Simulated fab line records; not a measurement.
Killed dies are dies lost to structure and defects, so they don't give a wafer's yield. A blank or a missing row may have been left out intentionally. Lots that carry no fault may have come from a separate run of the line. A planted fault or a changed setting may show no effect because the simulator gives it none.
2 desks, one fault | flow berkeleyCmos170 | each desk has only its own numbers; what lay behind them comes last

## METROLOGY DESK
What the gauges read, lot by lot, whatever tool the lot ran on: means of the sampled wafers that have a number. Marked OUT: a lot whose mean sits more than 4 standard deviations from the usual mean, which makes it out of limits; the brackets give that distance.
Columns: A = cdNm at UCB170_M1_CD_MEAS_09, usual 700.2 nm; B = M1_OVL at UCB170_M1_OVL_MEAS_10, usual 2 nm; C = cdNm at UCB170_V1_CD_MEAS_90, usual 700.0 nm
lot  | first seen here | A     | B  | C
L854 | day 8 08:35     | 701.6 | 5  | 698.3
L858 | day 8 18:25     | 701.9 | -0 | 698.8
L862 | day 9 19:56     | 700.1 | -4 | 698.8
L863 | day 9 22:11     | 701.3 | 9  | -
L860 | day 9 22:46     | 699.3 | 0  | -
L864 | day 9 22:47     | 698.9 | 2  | 700.4
L867 | day 10 23:22    | 699.4 | 7  | 700.3
L868 | day 11 03:14    | 700.6 | 5  | 699.4
L871 | day 11 09:07    | 703.7 | -3 | 697.8
L870 | day 11 11:25    | 703.9 | 6  | 703.7
L873 | day 11 20:40    | 698.8 | 3  | 700.2
L874 | day 12 19:49    | 700.0 | 2  | 700.9
L876 | day 12 21:04    | 700.7 | -4 | 699.3
L877 | day 12 23:09    | 700.6 | 0  | 699.8
This desk's finding: nothing out of limits on any of the 14 lots.

## FOR THE TOOL OWNER'S DESK: rieDiel-04
The tool's own readings at UCB170_V1_ETCH_14 (etches SiO2 in CHF3/CF4/Ar, stops on Al, target depth 1250 nm, time 299.3 s): means of the sampled wafers that have a number, for each lot that ran on this tool. Marked OUT: a lot whose mean sits more than 4 standard deviations from the usual mean, which makes it out of limits; the brackets give that distance.
Columns: A = CHF3_flow_sccm at UCB170_V1_ETCH_14, usual 44.99 sccm; B = cf4FlowSccm at UCB170_V1_ETCH_14, usual 15.00 sccm; C = drypumpMotorCurrentA at UCB170_V1_ETCH_14, usual 5.8 A; D = oesProductAu at UCB170_V1_ETCH_14, usual 0.870 a.u.; E = throttleValvePct at UCB170_V1_ETCH_14, usual 6.94 %
lot  | first seen here | A     | B     | C   | D     | E
L854 | day 8 13:28     | 45.01 | 14.99 | 5.9 | 0.882 | 6.93
L867 | day 11 03:05    | 44.97 | 14.99 | 6.0 | 0.874 | 6.96
L876 | day 13 01:53    | 44.99 | 15.00 | 6.2 | 0.878 | 6.97
This desk's finding: nothing out of limits on any of the 3 lots.

## TAKEN TOGETHER
Metrology desk: nothing out of limits seen.
The tool owner's desk saw nothing out of limits.

## WHAT THE SIMULATOR HAD INSERTED
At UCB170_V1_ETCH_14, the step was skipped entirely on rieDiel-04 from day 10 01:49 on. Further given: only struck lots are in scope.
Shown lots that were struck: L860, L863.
